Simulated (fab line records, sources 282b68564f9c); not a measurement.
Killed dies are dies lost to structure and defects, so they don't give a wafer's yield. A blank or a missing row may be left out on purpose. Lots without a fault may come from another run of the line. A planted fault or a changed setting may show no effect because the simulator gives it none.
fab line records | flow rit_cmos
record lots=13 wafers=39 last_day=6
route steps=202 shown ACTIVE@14 SDANNEAL@156 PSD@157 NSD@158 PLDD@159 M1@193
lots that met no fault: from a run of the same line without faults
start_h: hours from the record's first day to the start of the lot's first wafer shown | wait_h: hours since the lot's step before | " the same as in the row above | L1.1+2: a row that stands for several wafers | - no value, or no start given | * or withheld: withheld | < > ~ a bound
route shown NAME@n: a module of which the file shows steps, and the number in the route of the first | usual: mean/standard deviation of fault-free wafers | same: alike in all rows | chamber/n: place in a boat | sites: the reading at each site | _std_site: their standard deviation | _edge_site: outer sites' mean less inner sites' | radius_mm: how far each site lies from the wafer's centre | mask NAME#n: copy n | behind: the tool/chamber that last shaped the wafer | hold: why the lot was held/for how many hours/how that ended | device: the transistor (n, p or np) that didn't switch | end of line: the same wafers' tests at the end of the route | a step without rows: its recipe alone | killed: dies lost to structure and defects at the first sort, not the wafer's yield | map: a wafer's dies, x killed, . not, _ none there
set.NAME: the setting as run; set.NAME@STEP: as run at that earlier step | model.NAME: the simulator's own value behind a step, which no gauge read
steps of the route over a sample of lots; a table a step, a row a wafer
services: from which hour (start_h, from the record's first day; less than 0 if before it) a tool's chamber was out of use, for how many hours, and why
## steps
# step RIT_ACTIVE_ETCH_13
# recipe stop_on=SiO2 chemistry=SF6 target=Si3N4 time_s=210 over_etch_frac=0.4 SF6_flow_sccm=200 pressure_mtorr=260 rf_w=125 target_depth_a=2100
# usual SF6_flow_sccm=200.0/0.61 drypump_motor_current_A=5.6/0.54 oes_product_au=0.818/0.012 throttle_valve_pct=7.50/0.14
# columns lot.wafer tool chamber start_h wait_h SF6_flow_sccm drypump_motor_current_A oes_product_au rf_hours_counter_h throttle_valve_pct
L854.1 rie_diel-03 0 16.15 0.1 200.2 5.8 0.807 7 7.49
L854.4 " 3 " " 199.6 6.0 0.816 142 7.62
L854.5 " 1 " " 200.6 6.5 0.844 - 7.25
L855.2 rie_diel-03 0 21.23 0.1 200.5 5.8 0.817 7 7.47
L855.3 " 3 " " 200.5 6.0 0.820 142 7.64
L855.6 " 3 " " 200.3 6.0 0.818 - 7.64
L856.1 rie_diel-04 1 26.28 0.1 200.1 5.0 0.813 107 7.58
L856.2 " 0 " " 199.0 5.0 0.814 61 7.43
L856.3 " 3 " " 200.5 5.8 0.795 0 7.48
L857.2 rie_diel-04 1 29.83 0.1 200.0 5.0 0.813 107 7.58
L857.5 " 2 " " 199.8 6.0 0.813 - 7.64
L857.6 " 3 " " 200.1 5.8 0.801 - 7.46
L858.1 rie_diel-03 2 34.77 0.1 200.1 4.8 0.824 80 7.25
L858.2 " 1 " " 201.1 6.5 0.841 5 7.26
L858.5 " 3 " " 200.5 6.1 0.817 - 7.63
L859.3 rie_diel-03 0 39.83 0.1 199.5 5.8 0.812 7 7.48
L859.5 " 0 " " 199.7 5.8 0.810 - 7.48
L859.6 " 3 " " 200.1 6.0 0.826 - 7.63
L860.2 rie_diel-04 3 45.90 0.1 198.9 5.8 0.793 0 7.45
L860.3 " 2 " " 200.0 6.0 0.816 30 7.64
L860.5 " 2 " " 200.3 6.0 0.815 - 7.65
L861.1 rie_diel-03 3 49.71 0.1 200.1 6.0 0.825 143 7.65
L861.2 " 0 " " 199.9 5.8 0.809 7 7.49
L861.5 " 3 " " 199.6 6.0 0.807 - 7.64
L862.1 rie_diel-02 2 57.14 0.1 199.6 5.6 0.815 160 7.46
L862.4 " 0 " " 199.7 4.8 0.817 34 7.63
L862.5 " 0 " " 200.3 4.8 0.822 - 7.61
L863.1 rie_diel-04 1 59.97 0.1 198.9 5.0 0.826 108 7.57
L863.3 " 2 " " 200.9 6.0 0.813 30 7.64
L863.4 " 3 " " 200.9 5.8 0.798 1 7.48
L864.1 rie_diel-03 2 64.83 0.1 200.4 4.9 0.816 81 7.26
L864.3 " 0 " " 200.4 5.8 0.812 8 7.48
L864.5 " 3 " " 201.0 6.0 0.823 - 7.62
L869.1 rie_diel-03 3 89.81 0.1 200.0 6.0 0.820 144 7.65
L869.3 " 2 " " 201.0 4.9 0.813 81 7.27
L869.6 " 3 " " 199.5 6.1 0.827 - 7.63
L871.2 rie_diel-03 2 100.86 0.1 199.2 4.8 0.819 81 7.24
L871.3 " 1 " " 199.7 6.5 0.831 7 7.26
L871.4 " 3 " " 199.2 6.0 0.820 144 7.63
# step RIT_ACTIVE_STRIP_14
# recipe chemistry=O2 time_s=180 resist=NOVOLAK platen_temp_c=withheld power_w=500 pressure_mtorr=4000 o2_flow_sccm=4000
# usual drypump_motor_current_A=5.8/0.38
# columns lot.wafer tool chamber start_h wait_h drypump_motor_current_A rf_hours_counter_h
L854.1 plasma_asher-04 1 16.28 0.1 5.4 20
L854.4 " 1 " " 5.4 -
L854.5 " 1 " " 5.4 -
L855.2 plasma_asher-03 0 21.36 0.1 5.7 28
L855.3 " 1 " " 5.6 -
L855.6 " 0 " " 5.7 -
L856.1 plasma_asher-02 1 26.42 0.1 5.8 42
L856.2 " 0 " " 6.5 42
L856.3 " 1 " " 5.8 -
L857.2 plasma_asher-04 0 29.97 0.1 5.6 22
L857.5 " 1 " " 5.4 -
L857.6 " 0 " " 5.6 -
L858.1 plasma_asher-02 0 34.91 0.1 6.6 43
L858.2 " 1 " " 5.8 43
L858.5 " 1 " " 5.8 -
L859.3 plasma_asher-04 1 40.03 0.1 5.4 -
L859.5 " 1 " " 5.4 -
L859.6 " 0 " " 5.7 -
L860.2 plasma_asher-03 1 46.03 0.1 5.6 31
L860.3 " 1 " " 5.6 -
L860.5 " 0 " " 5.7 -
L861.1 plasma_asher-04 1 49.84 0.1 5.4 24
L861.2 " 0 " " 5.6 24
L861.5 " 0 " " 5.6 -
L862.1 plasma_asher-02 1 57.28 0.1 5.8 46
L862.4 " 0 " " 6.5 -
L862.5 " 0 " " 6.6 -
L863.1 plasma_asher-04 0 60.10 0.1 5.6 25
L863.3 " 0 " " 5.6 -
L863.4 " 1 " " 5.4 -
L864.1 plasma_asher-04 1 64.97 0.1 5.4 25
L864.3 " 1 " " 5.4 -
L864.5 " 0 " " 5.6 -
L869.1 plasma_asher-04 0 89.94 0.1 5.7 27
L869.3 " 1 " " 5.4 -
L869.6 " 0 " " 5.6 -
L871.2 plasma_asher-02 0 100.99 0.1 6.5 51
L871.3 " 1 " " 5.8 -
L871.4 " 0 " " 6.5 -
# step RIT_SDANNEAL_RTA_03
# recipe temp_c=1050 time_s=5 idle_temp_c=600 ramp_up_c_per_s=342 ramp_down_c_per_s=171 cool_to_c=600 ambient=N2
# usual ramp_down_c_per_s=171.00/0.032 wafer_temp_C_max=1053.4/0.99
# columns lot.wafer tool chamber start_h wait_h ramp_down_c_per_s wafer_temp_C_max
L854.1 rtp_anneal-02 0 50.14 0.0 170.98 1054.8
L854.4 " 0 " " 170.98 1052.4
L854.5 " 0 " " 170.97 1054.8
L855.2 rtp_anneal-01 0 56.65 0.0 170.99 1054.3
L855.3 " 0 " " 170.98 1053.2
L855.6 " 0 " " 170.98 1053.4
L856.1 rtp_anneal-02 0 61.33 0.0 170.97 1053.7
L856.2 " 0 " " 170.98 1053.3
L856.3 " 0 " " 171.02 1054.2
L857.2 rtp_anneal-01 0 68.82 0.0 171.01 1053.6
L857.5 " 0 " " 171.06 1052.1
L857.6 " 0 " " 171.00 1052.6
L858.1 rtp_anneal-02 0 70.80 0.0 170.99 1053.5
L858.2 " 0 " " 170.98 1053.5
L858.5 " 0 " " 171.04 1052.9
L859.3 rtp_anneal-01 0 74.00 0.0 171.04 1052.9
L859.5 " 0 " " 170.93 1052.7
L859.6 " 0 " " 171.04 1055.0
L860.2 rtp_anneal-02 0 83.07 0.0 170.97 1053.7
L860.3 " 0 " " 171.00 1052.6
L860.5 " 0 " " 171.04 1053.0
L861.1 rtp_anneal-01 0 89.69 0.0 170.97 1053.5
L861.2 " 0 " " 170.97 1053.8
L861.5 " 0 " " 171.04 1051.7
L862.1 rtp_anneal-02 0 94.81 0.0 171.01 1052.5
L862.4 " 0 " " 170.99 1053.3
L862.5 " 0 " " 170.97 1053.6
L863.1 rtp_anneal-01 0 97.32 0.0 171.09 1053.8
L863.3 " 0 " " 170.99 1052.6
L863.4 " 0 " " 171.03 1054.0
L864.1 rtp_anneal-02 0 101.97 0.0 171.07 1052.4
L864.3 " 0 " " 170.98 1055.6
L864.5 " 0 " " 171.06 1053.5
L869.1 rtp_anneal-01 0 126.73 0.0 171.01 987.9
L869.3 " 0 " " 171.01 988.6
L869.6 " 0 " " 170.99 986.7
L871.2 rtp_anneal-01 0 139.58 0.0 170.97 986.5
L871.3 " 0 " " 171.00 989.3
L871.4 " 0 " " 170.94 989.2
# step RIT_SDANNEAL_RS_MEAS_04
# recipe thk_meas_gauge=four-point-probe
# usual PSD_RS=115.9/0.33
# columns lot.wafer tool chamber start_h wait_h PSD_RS[ohm/sq]
L854.1 film_metro-04 - 50.20 0.0 116.5
L854.4 " - " " 115.9
L854.5 " - " " 116.2
L855.2 film_metro-03 - 56.72 0.1 116.0
L855.3 " - " " 115.9
L855.6 " - " " 115.9
L856.1 film_metro-04 - 61.39 0.0 115.6
L856.2 " - " " 116.0
L856.3 " - " " 116.0
L857.2 film_metro-01 - 68.88 0.1 115.6
L857.5 " - " " 115.4
L857.6 " - " " 115.2
L858.1 film_metro-01 - 70.86 0.0 115.9
L858.2 " - " " 115.6
L858.5 " - " " 115.5
L859.3 film_metro-03 - 74.08 0.1 116.1
L859.5 " - " " 115.9
L859.6 " - " " 116.3
L860.2 film_metro-01 - 83.14 0.1 116.0
L860.3 " - " " 115.9
L860.5 " - " " 116.0
L861.1 film_metro-01 - 89.74 0.0 115.4
L861.2 " - " " 115.2
L861.5 " - " " 115.1
L862.1 film_metro-01 - 94.86 0.0 115.2
L862.4 " - " " 115.3
L862.5 " - " " 115.5
L863.1 film_metro-03 - 97.37 0.0 116.0
L863.3 " - " " 116.0
L863.4 " - " " 115.8
L864.1 film_metro-03 - 102.03 0.0 115.6
L864.3 " - " " 115.8
L864.5 " - " " 116.2
L869.1 film_metro-04 - 126.79 0.0 166.1
L869.3 " - " " 165.8
L869.6 " - " " 165.8
L871.2 film_metro-04 - 139.64 0.1 165.4
L871.3 " - " " 166.0
L871.4 " - " " 165.4
# step RIT_SDANNEAL_RS_MEAS_05
# recipe thk_meas_gauge=four-point-probe
# usual NSD_RS=83.05/0.28
# columns lot.wafer tool chamber start_h wait_h NSD_RS[ohm/sq]
L854.1 film_metro-04 - 50.32 0.1 82.86
L854.4 " - " " 83.11
L854.5 " - " " 83.01
L855.2 film_metro-03 - 56.84 0.1 83.44
L855.3 " - " " 83.26
L855.6 " - " " 83.29
L856.1 film_metro-04 - 61.51 0.1 83.50
L856.2 " - " " 83.59
L856.3 " - " " 83.47
L857.2 film_metro-01 - 69.00 0.1 82.94
L857.5 " - " " 83.02
L857.6 " - " " 83.10
L858.1 film_metro-01 - 70.98 0.1 83.15
L858.2 " - " " 82.89
L858.5 " - " " 83.33
L859.3 film_metro-03 - 74.20 0.1 82.95
L859.5 " - " " 83.01
L859.6 " - " " 82.83
L860.2 film_metro-01 - 83.26 0.1 82.81
L860.3 " - " " 83.20
L860.5 " - " " 82.65
L861.1 film_metro-01 - 89.86 0.1 82.94
L861.2 " - " " 82.76
L861.5 " - " " 83.06
L862.1 film_metro-01 - 94.98 0.1 82.38
L862.4 " - " " 82.20
L862.5 " - " " 82.48
L863.1 film_metro-03 - 97.49 0.1 83.44
L863.3 " - " " 83.52
L863.4 " - " " 83.34
L864.1 film_metro-03 - 102.15 0.1 83.36
L864.3 " - " " 83.13
L864.5 " - " " 83.05
L869.1 film_metro-04 - 126.91 0.1 86.05
L869.3 " - " " 85.89
L869.6 " - " " 85.84
L871.2 film_metro-04 - 139.76 0.1 86.07
L871.3 " - " " 85.77
L871.4 " - " " 85.81
# step RIT_SDANNEAL_RS_MEAS_06
# recipe thk_meas_gauge=four-point-probe
# usual PLDD_RS=180.2/0.58
# columns lot.wafer tool chamber start_h wait_h PLDD_RS[ohm/sq]
L854.1 film_metro-04 - 50.44 0.1 181.7
L854.4 " - " " 181.2
L854.5 " - " " 181.6
L855.2 film_metro-03 - 56.96 0.1 180.8
L855.3 " - " " 180.7
L855.6 " - " " 180.2
L856.1 film_metro-04 - 61.63 0.1 180.2
L856.2 " - " " 180.7
L856.3 " - " " 180.4
L857.2 film_metro-01 - 69.12 0.1 180.2
L857.5 " - " " 180.1
L857.6 " - " " 179.7
L858.1 film_metro-01 - 71.10 0.1 180.2
L858.2 " - " " 179.8
L858.5 " - " " 179.9
L859.3 film_metro-03 - 74.32 0.1 180.5
L859.5 " - " " 180.2
L859.6 " - " " 179.8
L860.2 film_metro-01 - 83.38 0.1 179.5
L860.3 " - " " 179.6
L860.5 " - " " 180.2
L861.1 film_metro-01 - 89.98 0.1 180.1
L861.2 " - " " 179.2
L861.5 " - " " 179.7
L862.1 film_metro-01 - 95.10 0.1 179.2
L862.4 " - " " 179.5
L862.5 " - " " 179.8
L863.1 film_metro-03 - 97.61 0.1 180.1
L863.3 " - " " 180.6
L863.4 " - " " 179.9
L864.1 film_metro-03 - 102.27 0.1 180.9
L864.3 " - " " 181.0
L864.5 " - " " 180.6
L869.1 film_metro-04 - 127.03 0.1 247.1
L869.3 " - " " 247.1
L869.6 " - " " 247.6
L871.2 film_metro-04 - 139.88 0.1 245.9
L871.3 " - " " 246.5
L871.4 " - " " 246.2
# step RIT_M1_CD_MEAS_09
# recipe target_cd_nm=2600
# usual cd_nm=2599.2/2.3
# columns lot.wafer tool chamber start_h wait_h cd_nm
L854.1 cd_sem-01 - 54.89 - 2601.4
L854.4 " - " " 2598.9
L854.5 " - " " 2601.3
L855.2 cd_sem-01 - 61.55 - 2597.7
L855.3 " - " " 2597.0
L855.6 " - " " 2598.9
L856.1 cd_sem-02 - 66.34 - 2596.4
L856.2 " - " " 2598.0
L856.3 " - " " 2597.0
L857.2 cd_sem-01 - 73.59 - 2600.0
L857.5 " - " " 2600.1
L857.6 " - " " 2598.9
L858.1 cd_sem-01 - 75.93 - 2602.0
L858.2 " - " " 2602.5
L858.5 " - " " 2599.9
L859.3 cd_sem-02 - 79.16 - 2597.9
L859.5 " - " " 2595.8
L859.6 " - " " 2597.9
L860.2 cd_sem-02 - 87.89 - 2597.8
L860.3 " - " " 2599.6
L860.5 " - " " 2600.6
L861.1 cd_sem-02 - 94.62 - 2597.7
L861.2 " - " " 2599.2
L861.5 " - " " 2595.1
L862.1 cd_sem-01 - 99.59 - 2600.8
L862.4 " - " " 2600.8
L862.5 " - " " 2600.3
L863.1 cd_sem-02 - 102.07 - 2601.1
L863.3 " - " " 2599.4
L863.4 " - " " 2601.9
L864.1 cd_sem-02 - 106.87 - 2600.0
L864.3 " - " " 2600.5
L864.5 " - " " 2599.2
L869.1 cd_sem-02 - 131.53 - 2595.9
L869.3 " - " " 2597.2
L869.6 " - " " 2597.0
L871.2 cd_sem-01 - 144.76 - 2597.7
L871.3 " - " " 2597.0
L871.4 " - " " 2596.5
## services
# columns tool chamber start_h hours kind
rie_diel-02 - -3.49 2.8 pm
rie_diel-02 2 -0.35 9.6 repair
rie_diel-03 - 11.25 2.8 pm
plasma_asher-04 - 28.62 1.2 repair
plasma_asher-04 - 53.58 5.2 repair
plasma_asher-03 - 56.99 10.5 repair
plasma_asher-04 - 67.21 15.6 pm
plasma_asher-04 - 96.40 2.3 repair
rie_diel-02 2 98.12 - clean
rie_diel-02 2 98.12 21.1 scheduled_down
rie_diel-02 2 98.12 21.1 vent_cycle
rie_diel-04 2 103.00 3.8 repair
plasma_asher-02 - 108.75 9.0 pm
plasma_asher-02 0 108.75 9.0 vent_cycle
plasma_asher-02 1 108.75 9.0 vent_cycle
plasma_asher-02 0 117.75 - clean
plasma_asher-02 1 117.75 - clean
rie_diel-02 1 132.58 2.4 repair
## key
first_sign step=RIT_SDANNEAL_RTA_03 reading=wafer_temp_C_max direction=down sigmas=66 usual=* struck=*
effect step=RIT_SDANNEAL_RS_MEAS_04 reading=PSD_RS direction=up sigmas=99+ usual=115.9 struck=165.8
effect step=RIT_SDANNEAL_RS_MEAS_05 reading=NSD_RS direction=up sigmas=10 usual=83.05 struck=85.91
effect step=RIT_SDANNEAL_RS_MEAS_06 reading=PLDD_RS direction=up sigmas=99+ usual=180.2 struck=246.7
met_at RIT_SDANNEAL_RTA_03
struck_lots L869,L871
tester_left_out L869,L871
not_acting_at RIT_ACTIVE_ETCH_13,RIT_ACTIVE_STRIP_14,RIT_M1_CD_MEAS_09
onset_between 97.32 126.73
fault kind=process_parameter_drift tool=rtp_anneal-01 chamber=- onset_h=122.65 steps=RIT_SDANNEAL_RTA_03 channel=temp_c offset=* shape=step end_h=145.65 acts_in=* stated=*
# tester_left_out: of these lots the tester's yield and bins aren't shown, on N5 and GAA mostly nor the transistor test; their killed dies are dies lost to structure and defects alone, not to doping, threshold or leakage, so they don't give the yield
